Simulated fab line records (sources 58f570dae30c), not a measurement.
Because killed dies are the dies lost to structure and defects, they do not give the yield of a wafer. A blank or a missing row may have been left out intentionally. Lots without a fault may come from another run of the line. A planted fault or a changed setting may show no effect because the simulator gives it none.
Which tool was responsible? + flow berkeley-cmos170 + 42 wafers from 14 lots sampled at 5 of the route's 331 steps

## WHAT EACH GAUGE READ, for each wafer
UCB170_WELLDRIVE_THK_MEAS_02. Usual: for WELLDRIVE_OXIDE_THK the level is 200.0 nm and the standard deviation is 2.8.
| lot  | measured    | on            | WELLDRIVE_OXIDE_THK (nm) | flag |
|------|-------------|---------------|--------------------------|------|
| L395 | day 4 05:02 | film-metro-02 | 197.6 196.7 201.0        |      |
| L397 | day 4 13:39 | film-metro-01 | 205.6 202.8 202.7        |      |
| L398 | day 4 13:40 | film-metro-02 | 194.9 200.5 196.2        |      |
| L399 | day 4 13:43 | film-metro-02 | 197.8 202.4 202.3        |      |
| L401 | day 5 04:05 | film-metro-04 | 198.5 199.8 195.3        |      |
| L402 | day 5 04:07 | film-metro-02 | 193.6 197.5 197.7        |      |
| L403 | day 5 04:05 | film-metro-01 | 200.4 197.3 198.9        |      |
| L404 | day 5 23:39 | film-metro-01 | 195.5 199.9 195.1        |      |
| L405 | day 6 09:08 | film-metro-01 | 199.1 197.3 198.5        |      |
| L406 | day 6 16:53 | film-metro-02 | 174.7 173.6 176.1        | OFF  |
| L407 | day 6 16:54 | film-metro-04 | 176.0 175.7 175.2        | OFF  |
| L408 | day 6 22:20 | film-metro-04 | 203.8 201.1 202.8        |      |
| L416 | day 8 06:54 | film-metro-04 | 197.7 199.6 198.8        |      |
| L417 | day 8 06:53 | film-metro-02 | 200.3 197.5 201.5        |      |

UCB170_NSD_OVL_MEAS_07. Usual: for NSD_OVL the level is 1 nm and the standard deviation is 5.8.
| lot  | measured     | on         | NSD_OVL (nm) | flag |
|------|--------------|------------|--------------|------|
| L395 | day 8 08:20  | overlay-02 | 4 11 10      |      |
| L397 | day 8 17:50  | overlay-02 | 1 2 5        |      |
| L398 | day 8 18:19  | overlay-02 | 12 0 9       |      |
| L399 | day 8 18:34  | overlay-02 | -5 -5 -8     |      |
| L401 | day 9 06:53  | overlay-02 | 11 -1 4      |      |
| L402 | day 9 06:31  | overlay-02 | -3 3 5       |      |
| L403 | day 9 07:07  | overlay-02 | -8 -1 -1     |      |
| L404 | day 10 01:23 | overlay-01 | -11 -5 -13   |      |
| L405 | day 10 01:38 | overlay-02 | 12 6 2       |      |
| L406 | day 10 17:07 | overlay-01 | 3 3 -1       |      |
| L407 | day 10 17:22 | overlay-01 | -4 -4 -2     |      |
| L408 | day 10 17:38 | overlay-01 | -1 3 -3      |      |
| L416 | day 12 13:20 | overlay-02 | 2 2 7        |      |
| L417 | day 12 12:59 | overlay-02 | 0 -8 -1      |      |

UCB170_M3_CD_MEAS_15 targets a cd of 700 nm. Usual: cd-nm reads 700.3 nm (standard deviation 1.3).
| lot  | measured     | on        | cd-nm (nm)        | flag |
|------|--------------|-----------|-------------------|------|
| L395 | day 9 10:34  | cd-sem-02 | 699.5 700.1 701.6 |      |
| L397 | day 9 18:26  | cd-sem-02 | 703.2 702.4 702.6 |      |
| L398 | day 9 20:22  | cd-sem-02 | 699.1 699.4 697.6 |      |
| L399 | day 9 22:17  | cd-sem-02 | 701.7 699.6 700.8 |      |
| L401 | day 10 08:23 | cd-sem-01 | 700.0 698.4 699.8 |      |
| L402 | day 10 09:26 | cd-sem-01 | 699.0 700.6 700.4 |      |
| L403 | day 10 10:31 | cd-sem-01 | 699.7 699.9 700.5 |      |
| L404 | day 11 07:11 | cd-sem-02 | 702.5 701.7 701.2 |      |
| L405 | day 11 06:45 | cd-sem-02 | 699.1 699.9 699.1 |      |
| L406 | day 12 00:01 | cd-sem-02 | 700.8 699.2 701.1 |      |
| L407 | day 12 01:57 | cd-sem-01 | 701.3 701.4 700.7 |      |
| L408 | day 12 01:34 | cd-sem-01 | 698.1 697.5 698.3 |      |
| L416 | day 14 01:09 | cd-sem-01 | 700.2 700.7 700.7 |      |
| L417 | day 13 19:56 | cd-sem-01 | 700.5 700.0 700.0 |      |

## WHAT TOOL EACH LOT RAN ON (gives the tool, then ch and the chambers of the sampled wafers, and finally the start)
| lot  | UCB170_WELLDRIVE_OXIDATION_01 | UCB170_M1_SPUTTER_00         |
|------|-------------------------------|------------------------------|
| L395 | furnace-02 ch 0, day 4 01:32  | pvd-sputter-02, day 8 15:23  |
| L397 | furnace-01 ch 0, day 4 10:09  | pvd-sputter-01, day 9 01:25  |
| L398 | furnace-01 ch 0, day 4 10:09  | pvd-sputter-02, day 9 02:09  |
| L399 | furnace-01 ch 0, day 4 10:09  | pvd-sputter-01, day 9 05:32  |
| L401 | furnace-01 ch 0, day 5 00:35  | pvd-sputter-02, day 9 19:20  |
| L402 | furnace-01 ch 0, day 5 00:35  | pvd-sputter-01, day 9 19:34  |
| L403 | furnace-01 ch 0, day 5 00:35  | pvd-sputter-02, day 9 19:56  |
| L404 | furnace-02 ch 0, day 5 20:08  | pvd-sputter-02, day 10 08:22 |
| L405 | furnace-02 ch 0, day 6 05:38  | pvd-sputter-02, day 10 08:29 |
| L406 | furnace-02 ch 0, day 6 13:23  | pvd-sputter-02, day 11 04:32 |
| L407 | furnace-02 ch 0, day 6 13:23  | pvd-sputter-01, day 11 04:32 |
| L408 | furnace-04 ch 0, day 6 18:50  | pvd-sputter-02, day 11 07:40 |
| L416 | furnace-04 ch 0, day 8 03:23  | pvd-sputter-01, day 13 04:29 |
| L417 | furnace-04 ch 0, day 8 03:23  | pvd-sputter-04, day 13 01:51 |
- UCB170_WELLDRIVE_OXIDATION_01: target thk 199 nm, ox time 9000 s.
- UCB170_M1_SPUTTER_00: material Al, target thk 600 nm, time 80 s.

## AS READ BY THE TOOLS THEMSELVES (means over the sampled wafers that have a number; for cases with no such wafer, the mark the record gives instead)
UCB170_WELLDRIVE_OXIDATION_01. Usual: spike-tc-centre-C 1102.5 C, standard deviation 1.4; spike-tc-load-C 1127 C, standard deviation 3.6; spike-tc-source-C 1127.3 C, standard deviation 1.3; tube-center-temp-C 1100 C, standard deviation 0.1; tube_center_temp_C_max 1102.9, standard deviation 0.52; zone-power-centre-pct 49.5 %, standard deviation 2.6; zone-power-source-pct 41.7 %, standard deviation 3.
| lot  | tool       | spike-tc-centre-C (C) | spike-tc-load-C (C) | spike-tc-source-C (C) | tube-center-temp-C (C) | tube_center_temp_C_max | zone-power-centre-pct (%) | zone-power-source-pct (%) | flag |
|------|------------|-----------------------|---------------------|-----------------------|------------------------|------------------------|---------------------------|---------------------------|------|
| L395 | furnace-02 | 1104.7                | 1133                | 1127.5                | 1100                   | 1102.9                 | 48.9                      | 47.2                      |      |
| L397 | furnace-01 | 1101.2                | 1126                | 1126.0                | 1100                   | 1102.5                 | 46.2                      | 40.4                      |      |
| L398 | furnace-01 | 1101.5                | 1125                | 1126.4                | 1100                   | 1103.1                 | 47.1                      | 39.8                      |      |
| L399 | furnace-01 | 1101.4                | 1126                | 1126.5                | 1100                   | 1102.5                 | 46.4                      | 39.3                      |      |
| L401 | furnace-01 | 1102.1                | 1125                | 1126.7                | 1100                   | 1102.9                 | 47.2                      | 39.9                      |      |
| L402 | furnace-01 | 1102.3                | 1125                | 1125.7                | 1100                   | 1103.8                 | 46.0                      | 39.4                      |      |
| L403 | furnace-01 | 1102.6                | 1126                | 1126.1                | 1100                   | 1103.1                 | 46.6                      | 39.6                      |      |
| L404 | furnace-02 | 1104.1                | 1133                | 1127.7                | 1100                   | 1102.9                 | 48.9                      | 47.5                      |      |
| L405 | furnace-02 | 1104.7                | 1134                | 1128.8                | 1100                   | 1103.0                 | 48.7                      | 47.7                      |      |
| L406 | furnace-02 | 1083.6                | 1113                | 1107.8                | 1080                   | 1082.9                 | 48.1                      | 45.4                      | OFF  |
| L407 | furnace-02 | 1083.5                | 1113                | 1106.3                | 1080                   | 1083.1                 | 47.7                      | 45.2                      | OFF  |
| L408 | furnace-04 | 1103.7                | 1124                | 1129.0                | 1100                   | 1103.5                 | 51.8                      | 40.3                      |      |
| L416 | furnace-04 | 1102.8                | 1124                | 1128.1                | 1100                   | 1102.8                 | 52.4                      | 40.8                      |      |
| L417 | furnace-04 | 1104.0                | 1124                | 1128.4                | 1100                   | 1102.8                 | 52.7                      | 40.7                      |      |

UCB170_M1_SPUTTER_00. Usual: throttle-valve-pct reads 30.5 % (standard deviation 0.77).
| lot  | tool           | throttle-valve-pct (%) | flag |
|------|----------------|------------------------|------|
| L395 | pvd-sputter-02 | 30.9                   |      |
| L397 | pvd-sputter-01 | 30.6                   |      |
| L398 | pvd-sputter-02 | 31.1                   |      |
| L399 | pvd-sputter-01 | 30.7                   |      |
| L401 | pvd-sputter-02 | 29.9                   |      |
| L402 | pvd-sputter-01 | 30.5                   |      |
| L403 | pvd-sputter-02 | 30.5                   |      |
| L404 | pvd-sputter-02 | 30.1                   |      |
| L405 | pvd-sputter-02 | 30.3                   |      |
| L406 | pvd-sputter-02 | 31.5                   |      |
| L407 | pvd-sputter-01 | 30.8                   |      |
| L408 | pvd-sputter-02 | 30.8                   |      |
| L416 | pvd-sputter-01 | 30.7                   |      |
| L417 | pvd-sputter-04 | 30.0                   |      |

## THE ANSWER, worked out from the rows above alone
Rule: take the mean of a lot's wafers that have a number; if it is more than 3 standard deviations from the usual mean, the lot is off. A lot without any number at a reading at which 4 lots or more have one is off too. The other lots that the step has rows for count as sound. After the gauges, taken in route order, come the tools' own readings; for these a lot's mean is taken, as printed above. The first step at which some lot is off is used, and at that step the reading that is off furthest; a lot without a number counts as furthest.
Off: L406, L407, at UCB170_WELLDRIVE_THK_MEAS_02 (WELLDRIVE_OXIDE_THK).
A tool fits if, at a process step before that reading, it ran every lot that is off, and no sound lot after the first of them. The gauges at UCB170_WELLDRIVE_THK_MEAS_02 aren't tried: what is off there is off at UCB170_WELLDRIVE_OXIDATION_01 too, on other tools, and a gauge's error can't cause that. One fits: furnace-02 at UCB170_WELLDRIVE_OXIDATION_01. A fault onset in the window from L405 (day 6 05:38, its last sound lot) to L406 (day 6 13:23, its first lot off) fits.
The tool's own readings at UCB170_WELLDRIVE_OXIDATION_01 bear it out: on the lots that are off they differ by more than 5 times the standard deviation of the sound lots' means. spike-tc-centre-C reads 1083.5 C there against 1102.9 C on the sound lots; spike-tc-source-C reads 1107.0 C there against 1127.2 C on the sound lots; tube-center-temp-C reads 1080 C there against 1100 C on the sound lots; tube_center_temp_C_max reads 1083.0 there against 1103.0 on the sound lots.

## WHAT THE SIMULATOR HAD PUT IN
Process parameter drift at UCB170_WELLDRIVE_OXIDATION_01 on furnace-02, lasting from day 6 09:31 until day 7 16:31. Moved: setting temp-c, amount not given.
Shown lots that were struck: L406, L407. The rule above found the same.
